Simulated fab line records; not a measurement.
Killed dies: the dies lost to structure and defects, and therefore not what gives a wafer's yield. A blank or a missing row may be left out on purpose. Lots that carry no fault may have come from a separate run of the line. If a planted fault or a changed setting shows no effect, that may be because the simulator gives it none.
The tool behind it: which one? || flow berkeley cmos170 || Sampling: 14 lots, 42 wafers, 5 of 331 route steps

## WHAT EACH GAUGE READ, for each wafer
UCB170_SPACER_THK_MEAS_01. Usual: for SPACER_TEOS_THK the level is 373 nm and the standard deviation is 5.4.
{"lot": "L712", "measured": "day 7 09:00", "on": "film metro-04", "SPACER_TEOS_THK (nm)": "364 373 378", "flag": ""}
{"lot": "L714", "measured": "day 7 18:59", "on": "film metro-04", "SPACER_TEOS_THK (nm)": "372 380 376", "flag": ""}
{"lot": "L713", "measured": "day 7 19:11", "on": "film metro-04", "SPACER_TEOS_THK (nm)": "368 377 379", "flag": ""}
{"lot": "L715", "measured": "day 8 07:26", "on": "film metro-04", "SPACER_TEOS_THK (nm)": "368 379 375", "flag": ""}
{"lot": "L716", "measured": "day 8 08:12", "on": "film metro-01", "SPACER_TEOS_THK (nm)": "363 382 383", "flag": ""}
{"lot": "L719", "measured": "day 8 22:43", "on": "film metro-02", "SPACER_TEOS_THK (nm)": "362 366 365", "flag": ""}
{"lot": "L718", "measured": "day 8 23:16", "on": "film metro-01", "SPACER_TEOS_THK (nm)": "361 381 379", "flag": ""}
{"lot": "L722", "measured": "day 9 08:18", "on": "film metro-01", "SPACER_TEOS_THK (nm)": "376 378 377", "flag": ""}
{"lot": "L721", "measured": "day 9 09:34", "on": "film metro-01", "SPACER_TEOS_THK (nm)": "370 373 367", "flag": ""}
{"lot": "L720", "measured": "day 9 09:05", "on": "film metro-04", "SPACER_TEOS_THK (nm)": "373 377 374", "flag": ""}
{"lot": "L723", "measured": "day 10 02:10", "on": "film metro-01", "SPACER_TEOS_THK (nm)": "325 328 326", "flag": "OFF"}
{"lot": "L726", "measured": "day 10 16:19", "on": "film metro-04", "SPACER_TEOS_THK (nm)": "370 368 380", "flag": ""}
{"lot": "L728", "measured": "day 10 16:30", "on": "film metro-02", "SPACER_TEOS_THK (nm)": "324 332 329", "flag": "OFF"}
{"lot": "L734", "measured": "day 11 21:04", "on": "film metro-01", "SPACER_TEOS_THK (nm)": "367 373 375", "flag": ""}

UCB170_NSD_OVL_MEAS_07. Usual: for NSD_OVL the level is -1 nm and the standard deviation is 5.2.
{"lot": "L712", "measured": "day 7 17:48", "on": "overlay-01", "NSD_OVL (nm)": "-8 -2 1", "flag": ""}
{"lot": "L714", "measured": "day 8 05:16", "on": "overlay-01", "NSD_OVL (nm)": "-2 -8 -6", "flag": ""}
{"lot": "L713", "measured": "day 8 05:32", "on": "overlay-02", "NSD_OVL (nm)": "-4 -1 -6", "flag": ""}
{"lot": "L715", "measured": "day 8 17:36", "on": "overlay-01", "NSD_OVL (nm)": "-2 -4 -2", "flag": ""}
{"lot": "L716", "measured": "day 8 18:35", "on": "overlay-01", "NSD_OVL (nm)": "-11 -8 -9", "flag": ""}
{"lot": "L719", "measured": "day 9 08:20", "on": "overlay-02", "NSD_OVL (nm)": "2 3 -5", "flag": ""}
{"lot": "L718", "measured": "day 9 07:29", "on": "overlay-01", "NSD_OVL (nm)": "-8 1 -1", "flag": ""}
{"lot": "L722", "measured": "day 9 18:26", "on": "overlay-02", "NSD_OVL (nm)": "1 1 8", "flag": ""}
{"lot": "L721", "measured": "day 9 18:52", "on": "overlay-02", "NSD_OVL (nm)": "0 -11 -1", "flag": ""}
{"lot": "L720", "measured": "day 9 18:43", "on": "overlay-02", "NSD_OVL (nm)": "6 1 12", "flag": ""}
{"lot": "L723", "measured": "day 10 10:28", "on": "overlay-02", "NSD_OVL (nm)": "2 0 -2", "flag": ""}
{"lot": "L726", "measured": "day 11 01:25", "on": "overlay-01", "NSD_OVL (nm)": "8 5 2", "flag": ""}
{"lot": "L728", "measured": "day 11 02:05", "on": "overlay-02", "NSD_OVL (nm)": "-7 0 -5", "flag": ""}
{"lot": "L734", "measured": "day 12 06:23", "on": "overlay-02", "NSD_OVL (nm)": "-1 -3 8", "flag": ""}

## WHAT TOOL EACH LOT RAN ON (gives the tool, then ch and the chambers of the sampled wafers, and finally the start)
{"lot": "L712", "UCB170_NVT_STRIP_08": "plasma asher-04 ch 0,1, day 6 11:03", "UCB170_SPACER_CVD_00": "pecvd-04 ch 0,1,2, day 7 08:58", "UCB170_SPACER_ETCHBACK_03": "rie diel-04 ch 1,2,3, day 7 13:43"}
{"lot": "L714", "UCB170_NVT_STRIP_08": "plasma asher-02 ch 1, day 6 16:27", "UCB170_SPACER_CVD_00": "pecvd-04 ch 0,1, day 7 18:56", "UCB170_SPACER_ETCHBACK_03": "rie diel-02 ch 0,1, day 8 01:44"}
{"lot": "L713", "UCB170_NVT_STRIP_08": "plasma asher-01 ch 0, day 6 16:38", "UCB170_SPACER_CVD_00": "pecvd-01 ch 0,1,2, day 7 19:08", "UCB170_SPACER_ETCHBACK_03": "rie diel-03 ch 1,3, day 8 01:44"}
{"lot": "L715", "UCB170_NVT_STRIP_08": "plasma asher-04 ch 1, day 7 06:32", "UCB170_SPACER_CVD_00": "pecvd-02 ch 0,1,2, day 8 07:23", "UCB170_SPACER_ETCHBACK_03": "rie diel-02 ch 0,1, day 8 14:14"}
{"lot": "L716", "UCB170_NVT_STRIP_08": "plasma asher-04 ch 0,1, day 7 12:34", "UCB170_SPACER_CVD_00": "pecvd-04 ch 0,1,2, day 8 08:09", "UCB170_SPACER_ETCHBACK_03": "rie diel-04 ch 1,2, day 8 14:14"}
{"lot": "L719", "UCB170_NVT_STRIP_08": "plasma asher-02 ch 0,1, day 7 21:45", "UCB170_SPACER_CVD_00": "pecvd-02 ch 0,1,2, day 8 22:38", "UCB170_SPACER_ETCHBACK_03": "rie diel-02 ch 0,1,3, day 9 04:05"}
{"lot": "L718", "UCB170_NVT_STRIP_08": "plasma asher-01 ch 0,1, day 7 22:01", "UCB170_SPACER_CVD_00": "pecvd-04 ch 0,1,2, day 8 23:13", "UCB170_SPACER_ETCHBACK_03": "rie diel-04 ch 0,1, day 9 04:05"}
{"lot": "L722", "UCB170_NVT_STRIP_08": "plasma asher-01 ch 1, day 8 13:53", "UCB170_SPACER_CVD_00": "pecvd-02 ch 0,2, day 9 08:16", "UCB170_SPACER_ETCHBACK_03": "rie diel-02 ch 1,2, day 9 14:33"}
{"lot": "L721", "UCB170_NVT_STRIP_08": "plasma asher-02 ch 0,1, day 8 14:07", "UCB170_SPACER_CVD_00": "pecvd-04 ch 0,1,2, day 9 09:31", "UCB170_SPACER_ETCHBACK_03": "rie diel-02 ch 0,3, day 9 14:37"}
{"lot": "L720", "UCB170_NVT_STRIP_08": "plasma asher-04 ch 0,1, day 8 14:14", "UCB170_SPACER_CVD_00": "pecvd-01 ch 0,1, day 9 09:02", "UCB170_SPACER_ETCHBACK_03": "rie diel-03 ch 0,1,2, day 9 14:33"}
{"lot": "L723", "UCB170_NVT_STRIP_08": "plasma asher-04 ch 0,1, day 9 04:11", "UCB170_SPACER_CVD_00": "pecvd-02 ch 0,1,2, day 10 02:07", "UCB170_SPACER_ETCHBACK_03": "rie diel-02 ch 0,1,2, day 10 06:11"}
{"lot": "L726", "UCB170_NVT_STRIP_08": "plasma asher-02 ch 0,1, day 9 18:40", "UCB170_SPACER_CVD_00": "pecvd-04 ch 0,1,2, day 10 16:17", "UCB170_SPACER_ETCHBACK_03": "rie diel-03 ch 0,1, day 10 22:46"}
{"lot": "L728", "UCB170_NVT_STRIP_08": "plasma asher-04 ch 0,1, day 9 18:47", "UCB170_SPACER_CVD_00": "pecvd-02 ch 1,2, day 10 16:28", "UCB170_SPACER_ETCHBACK_03": "rie diel-02 ch 0,2,3, day 10 22:46"}
{"lot": "L734", "UCB170_NVT_STRIP_08": "plasma asher-01 ch 0,1, day 10 18:54", "UCB170_SPACER_CVD_00": "pecvd-04 ch 1,2, day 11 21:01", "UCB170_SPACER_ETCHBACK_03": "rie diel-03 ch 1,2, day 12 03:02"}
- UCB170_NVT_STRIP_08: strips in O2.
- UCB170_SPACER_CVD_00: deposits SiO2 from TEOS/O2, target thk 376 nm, time 47 s.
- UCB170_SPACER_ETCHBACK_03: etches SiO2 in CHF3/CF4/Ar, stops on Si, target depth 376 nm, time 100 s.

## AS READ BY THE TOOLS THEMSELVES (means over the sampled wafers that have a number; for cases with no such wafer, the mark the record gives instead)
UCB170_NVT_STRIP_08. Usual: drypump motor current A 5.96 A, standard deviation 0.24; oes product au 0.735 a.u., standard deviation 0.005; strip time to endpoint s 21.64 s, standard deviation 0.064.
{"lot": "L712", "tool": "plasma asher-04", "drypump motor current A (A)": 5.76, "oes product au (a.u.)": 0.732, "strip time to endpoint s (s)": 21.63, "flag": ""}
{"lot": "L714", "tool": "plasma asher-02", "drypump motor current A (A)": 6.29, "oes product au (a.u.)": 0.741, "strip time to endpoint s (s)": 21.63, "flag": ""}
{"lot": "L713", "tool": "plasma asher-01", "drypump motor current A (A)": 6.23, "oes product au (a.u.)": 0.738, "strip time to endpoint s (s)": 21.63, "flag": ""}
{"lot": "L715", "tool": "plasma asher-04", "drypump motor current A (A)": 5.76, "oes product au (a.u.)": 0.735, "strip time to endpoint s (s)": 21.55, "flag": ""}
{"lot": "L716", "tool": "plasma asher-04", "drypump motor current A (A)": 5.78, "oes product au (a.u.)": 0.732, "strip time to endpoint s (s)": 21.56, "flag": ""}
{"lot": "L719", "tool": "plasma asher-02", "drypump motor current A (A)": 6.22, "oes product au (a.u.)": 0.736, "strip time to endpoint s (s)": 21.73, "flag": ""}
{"lot": "L718", "tool": "plasma asher-01", "drypump motor current A (A)": 6.05, "oes product au (a.u.)": 0.735, "strip time to endpoint s (s)": 21.67, "flag": ""}
{"lot": "L722", "tool": "plasma asher-01", "drypump motor current A (A)": 5.65, "oes product au (a.u.)": 0.737, "strip time to endpoint s (s)": 21.70, "flag": ""}
{"lot": "L721", "tool": "plasma asher-02", "drypump motor current A (A)": 6.14, "oes product au (a.u.)": 0.736, "strip time to endpoint s (s)": 21.57, "flag": ""}
{"lot": "L720", "tool": "plasma asher-04", "drypump motor current A (A)": 5.79, "oes product au (a.u.)": 0.737, "strip time to endpoint s (s)": 21.70, "flag": ""}
{"lot": "L723", "tool": "plasma asher-04", "drypump motor current A (A)": 5.77, "oes product au (a.u.)": 0.734, "strip time to endpoint s (s)": 21.47, "flag": ""}
{"lot": "L726", "tool": "plasma asher-02", "drypump motor current A (A)": 6.20, "oes product au (a.u.)": 0.733, "strip time to endpoint s (s)": 21.65, "flag": ""}
{"lot": "L728", "tool": "plasma asher-04", "drypump motor current A (A)": 5.80, "oes product au (a.u.)": 0.740, "strip time to endpoint s (s)": 21.69, "flag": ""}
{"lot": "L734", "tool": "plasma asher-01", "drypump motor current A (A)": 6.04, "oes product au (a.u.)": 0.731, "strip time to endpoint s (s)": 21.65, "flag": ""}

UCB170_SPACER_CVD_00. Usual: 260 W for heater power w, sd 54.
{"lot": "L712", "tool": "pecvd-04", "heater power w (W)": 272, "flag": ""}
{"lot": "L714", "tool": "pecvd-04", "heater power w (W)": 189, "flag": ""}
{"lot": "L713", "tool": "pecvd-01", "heater power w (W)": 294, "flag": ""}
{"lot": "L715", "tool": "pecvd-02", "heater power w (W)": 249, "flag": ""}
{"lot": "L716", "tool": "pecvd-04", "heater power w (W)": 263, "flag": ""}
{"lot": "L719", "tool": "pecvd-02", "heater power w (W)": 232, "flag": ""}
{"lot": "L718", "tool": "pecvd-04", "heater power w (W)": 250, "flag": ""}
{"lot": "L722", "tool": "pecvd-02", "heater power w (W)": 220, "flag": ""}
{"lot": "L721", "tool": "pecvd-04", "heater power w (W)": 269, "flag": ""}
{"lot": "L720", "tool": "pecvd-01", "heater power w (W)": 286, "flag": ""}
{"lot": "L723", "tool": "pecvd-02", "heater power w (W)": 257, "flag": ""}
{"lot": "L726", "tool": "pecvd-04", "heater power w (W)": 267, "flag": ""}
{"lot": "L728", "tool": "pecvd-02", "heater power w (W)": 249, "flag": ""}
{"lot": "L734", "tool": "pecvd-04", "heater power w (W)": 255, "flag": ""}

UCB170_SPACER_ETCHBACK_03. Usual: drypump motor current A 5.8 A, standard deviation 0.42; oes product au 0.898 a.u., standard deviation 0.02; throttle valve pct 6.43 %, standard deviation 0.098.
{"lot": "L712", "tool": "rie diel-04", "drypump motor current A (A)": 6.1, "oes product au (a.u.)": 0.894, "throttle valve pct (%)": 6.42, "flag": ""}
{"lot": "L714", "tool": "rie diel-02", "drypump motor current A (A)": 6.0, "oes product au (a.u.)": 0.883, "throttle valve pct (%)": 6.47, "flag": ""}
{"lot": "L713", "tool": "rie diel-03", "drypump motor current A (A)": 5.6, "oes product au (a.u.)": 0.892, "throttle valve pct (%)": 6.37, "flag": ""}
{"lot": "L715", "tool": "rie diel-02", "drypump motor current A (A)": 6.2, "oes product au (a.u.)": 0.876, "throttle valve pct (%)": 6.42, "flag": ""}
{"lot": "L716", "tool": "rie diel-04", "drypump motor current A (A)": 6.1, "oes product au (a.u.)": 0.907, "throttle valve pct (%)": 6.34, "flag": ""}
{"lot": "L719", "tool": "rie diel-02", "drypump motor current A (A)": 5.9, "oes product au (a.u.)": 0.876, "throttle valve pct (%)": 6.44, "flag": ""}
{"lot": "L718", "tool": "rie diel-04", "drypump motor current A (A)": 5.5, "oes product au (a.u.)": 0.909, "throttle valve pct (%)": 6.27, "flag": ""}
{"lot": "L722", "tool": "rie diel-02", "drypump motor current A (A)": 6.2, "oes product au (a.u.)": 0.911, "throttle valve pct (%)": 6.42, "flag": ""}
{"lot": "L721", "tool": "rie diel-02", "drypump motor current A (A)": 5.5, "oes product au (a.u.)": 0.906, "throttle valve pct (%)": 6.47, "flag": ""}
{"lot": "L720", "tool": "rie diel-03", "drypump motor current A (A)": 5.5, "oes product au (a.u.)": 0.894, "throttle valve pct (%)": 6.43, "flag": ""}
{"lot": "L723", "tool": "rie diel-02", "drypump motor current A (A)": 6.1, "oes product au (a.u.)": 0.807, "throttle valve pct (%)": 6.44, "flag": "OFF"}
{"lot": "L726", "tool": "rie diel-03", "drypump motor current A (A)": 5.6, "oes product au (a.u.)": 0.897, "throttle valve pct (%)": 6.45, "flag": ""}
{"lot": "L728", "tool": "rie diel-02", "drypump motor current A (A)": 5.7, "oes product au (a.u.)": 0.830, "throttle valve pct (%)": 6.47, "flag": "OFF"}
{"lot": "L734", "tool": "rie diel-03", "drypump motor current A (A)": 5.4, "oes product au (a.u.)": 0.888, "throttle valve pct (%)": 6.43, "flag": ""}

## THE ANSWER, worked out from the rows above alone
Rule: a lot is off if the mean of its wafers that have a number lies more than 3 standard deviations from the usual mean. A lot without any number at a reading at which 4 lots or more have one is off too. The other lots that the step has rows for count as sound. Order of review: gauges by route order, followed by the tools' own readings, for which a lot's mean as printed above is used. At the first step where some lot is off, the reading lying furthest off is the one used; lots without a number count as furthest.
Off: L723, L728, at UCB170_SPACER_THK_MEAS_01 (SPACER_TEOS_THK).
A tool fits if, at a process step before that reading, it ran every lot that is off, and no sound lot after the first of them. Not tried: the gauges at UCB170_SPACER_THK_MEAS_01; whatever is off there is also off at UCB170_SPACER_ETCHBACK_03, on other tools, and gauge error can't account for it. Undecided on this evidence; 2 tools fit (plasma asher-04 at UCB170_NVT_STRIP_08, pecvd-02 at UCB170_SPACER_CVD_00).

## WHAT WAS PUT IN BY THE SIMULATOR
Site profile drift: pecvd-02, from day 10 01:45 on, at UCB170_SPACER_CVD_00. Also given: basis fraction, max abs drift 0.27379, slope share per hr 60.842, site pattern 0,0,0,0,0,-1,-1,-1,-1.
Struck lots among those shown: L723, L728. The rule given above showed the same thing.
